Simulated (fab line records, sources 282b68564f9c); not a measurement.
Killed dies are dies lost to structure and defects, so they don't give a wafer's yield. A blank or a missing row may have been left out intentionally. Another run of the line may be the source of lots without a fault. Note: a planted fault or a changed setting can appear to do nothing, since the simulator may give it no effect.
Struck lot and sound lot, side by side -- flow rit cmos -- 15 out of 202 route steps
Sound: wafers L735.2, L735.5, L735.6. The struck wafers were L744.3, L744.4, L744.6. The cause is given at the end.
For every step that has rows: the tool of each side, followed by ch and its chambers, followed by its first start. Under that, the readings that differ: sound wafers -- struck wafers -- difference of the means -- sigmas: that difference in standard deviations of wafers without a fault.
alike: readings with means less than 2 such deviations apart, plus words and numbers identical on both sides. not compared: withheld readings, readings lacking a value on some wafer, bounds such as >300 that could conceal the same value, and numbers that have no deviation in the record and whose values overlap.
The two part at a step that has a row with sigmas, a row that says differs or no value, or rows on one side only. When numbers do not overlap yet have no deviation, they are printed without sigmas and do not part them. A reading that every wafer of one side lacks parts them only if that side has two wafers or more.

first, 4 steps without rows for these wafers: RIT_PLDD_SOFTBAKE_02 (time 60 s); RIT_PLDD_EXPOSE_03 (exposes mask M8, target cd 40900 nm); RIT_PLDD_PEB_04; RIT_PLDD_DEVELOP_05 (develop time 49.22 s).
RIT_PLDD_OVL_MEAS_06:
  sound on overlay-02 at day 3 00:34; struck on overlay-02 at day 4 21:15
  alike: PLDD_OVL
then, 2 steps without rows for these wafers: RIT_PLDD_HARDBAKE_07 (time 60 s); RIT_PLDD_IMPLANT_08.
RIT_PLDD_STRIP_09: strips in O2, time 180 s.
  sound on plasma asher-04 ch 0,1, day 3 00:54; struck on plasma asher-01 ch 0,1, day 4 21:38
  alike: drypump motor current A
  not compared: rf hours counter h
RIT_PLDD_TW_MEAS_10:
  sound on film metro-03 at day 3 01:05; struck on film metro-01 at day 4 21:46
reading,sound,struck,difference,sigmas
PLDD_TW,2376 2375 2369,2298 2301 2296,-75,-2
then, 3 steps without rows for these wafers: RIT_SPACER_CLEAN_00 (cleans in SC1, time 600 s); RIT_SPACER_CLEAN_01 (cleans in dHF, time 30 s); RIT_SPACER_CLEAN_02 (cleans in SC2, time 600 s).
RIT_SPACER_CVD_03: deposits Si3N4 from SiH2Cl2/NH3, target thk 250 nm, time 3300 s.
  sound on lpcvd-02 ch 0, day 3 01:32; struck on lpcvd-01 ch 0, day 4 22:11
reading,sound,struck,difference,sigmas
spike tc centre C (C),810.1 812.5 810.9,856.5 857.8 856.5,+45.8,+38
spike tc load C (C),832.5 831.3 831.1,881.0 879.0 880.4,+48.5,+24
spike tc source C (C),832.4 831.0 832.2,881.4 881.2 882.2,+49.7,+26
susceptor temp C (C),810.4 810.2 810.5,855.0 855.0 854.5,+44.5,+99 or more
zone power centre pct (%),37.4 36.7 36.4,40.7 39.9 40.1,+3.4,+4
zone power source pct (%),21.0 21.0 21.1,23.4 23.9 23.7,+2.6,+8
model.Si3N4_of_SPACER_CVD_03.thk nm (nm),253.1 252.9 251.4,418 420.7 419.5,+167,
RIT_SPACER_THK_MEAS_04:
  sound on film metro-02 at day 3 03:28; struck on film metro-04 at day 5 00:07
reading,sound,struck,difference,sigmas
SPACER_NITRIDE_THK (nm),253.3 252.8 251.4,418.0 420.4 419.7,+166.9,+67
RIT_SPACER_ETCHBACK_05: etches Si3N4 in SF6/CHF3, stops on SiO2, target depth 250 nm, time 229.5 s.
  sound on rie diel-01 ch 0,3, day 3 03:31; struck on rie diel-02 ch 0,1,3, day 5 00:09
reading,sound,struck,difference,sigmas
oes product au (a.u.),0.908 0.865 0.897,1.007 1.031 0.984,+0.117,+7
model.Si3N4_of_SPACER_CVD_03.thk nm (nm),200.9 201.4 199.6,328.5 332.3 331.7,+130.2,
model.etch.depth nm (nm),253.1 252.9 251.4,309.5 303.7 302.5,+52.8,
  alike: CHF3_flow_sccm, drypump motor current A, throttle valve pct
  not compared: rf hours counter h

WHERE THEY PART
Last at RIT_SPACER_ETCHBACK_05 as far as this record goes, first at RIT_PLDD_TW_MEAS_10.

WHY: the cause the simulator had injected
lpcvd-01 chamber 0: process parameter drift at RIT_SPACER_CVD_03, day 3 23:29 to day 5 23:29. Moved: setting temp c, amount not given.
